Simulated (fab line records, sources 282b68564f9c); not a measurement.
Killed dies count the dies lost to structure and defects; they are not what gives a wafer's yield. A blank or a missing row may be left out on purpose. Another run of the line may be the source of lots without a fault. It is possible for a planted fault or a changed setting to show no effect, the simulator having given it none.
8D (eight disciplines) problem report, filled in by code + flow rit cmos + the parts of the form that need people (team, actions taken, sign-off) are left out

## 1. THE ISSUE
beam energy keV at RIT_NLDD_IMPLANT_08 reads a mean of 21.051 on 6 wafers of 2 lots; wafers without a fault read 20.000 with a standard deviation of 0.006. So: +99 or more standard deviations from the usual mean.
First observed at day 4 18:52: wafer L553.1, on implanter-02. At this step, 36 wafers from 12 lots have a number in the record. The rule behind "out" and "out of limits": a value lying over 4 standard deviations away from the usual mean. Any other wafer with a number is counted as sound.

## 2. WHAT IT IS; WHAT IT IS NOT
| question                    | is                     | is not                                                                                             |
|-----------------------------|------------------------|----------------------------------------------------------------------------------------------------|
| which readings at this step | beam energy keV        | -                                                                                                  |
| which lots                  | L553, L554             | L544, L545, L546, L547, L560, L561, L564, L565, L566, L567                                         |
| which wafers of those lots  | all that have a number | -                                                                                                  |
| read on which tools         | implanter-02           | implanter-03, implanter-04                                                                         |
| when                        | from day 4 18:52       | up to then (12 sound wafers); but 18 sound wafers of L560, L561, L564, L565, L566, L567 came after |

## 3. WHAT RULES OUT EACH SUSPECT
Counting: any tool at a process step up to the reading is kept as a suspect provided that every lot that is out went through it and no sound lot did after the first of them.
- implanter-02 at RIT_NLDD_IMPLANT_08: kept. It ran every lot that is out, first L553 (day 4 18:52), and no sound lot after that; its last sound lot up to then is L546 (day 3 12:57). Out on those wafers are its own readings of beam energy keV.
After counting, what remains is implanter-02 at RIT_NLDD_IMPLANT_08.

## 4. THE CAUSE (what the simulator had put in)
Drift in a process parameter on implanter-02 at RIT_NLDD_IMPLANT_08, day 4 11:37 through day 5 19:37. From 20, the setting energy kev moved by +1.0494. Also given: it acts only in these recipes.
This tool alone remained once counting was done.

## 5. THE CHAIN OF EFFECTS, in route order
Each row: a reading whose mean over the struck wafers that have a number lies more than 3 standard deviations from the usual. Only readings for which the record gives a usual standard deviation are gone through. hours: the time from each lot's start at the first step in this table that gives one to its start at this step, as a median over the lots. sigmas: the change in usual standard deviations.
| hours | step                | reading         | usual  | on struck wafers | change | sigmas      |
|-------|---------------------|-----------------|--------|------------------|--------|-------------|
| 0     | RIT_NLDD_IMPLANT_08 | beam energy keV | 20.000 | 21.051           | +1.051 | +99 or more |
Process steps it contains:
- RIT_NLDD_IMPLANT_08

## 6. WHAT WOULD HAVE CAUGHT IT SOONER
First out-of-limits reading in this record: day 4 18:52, which is 7 hours after fault onset at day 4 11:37.
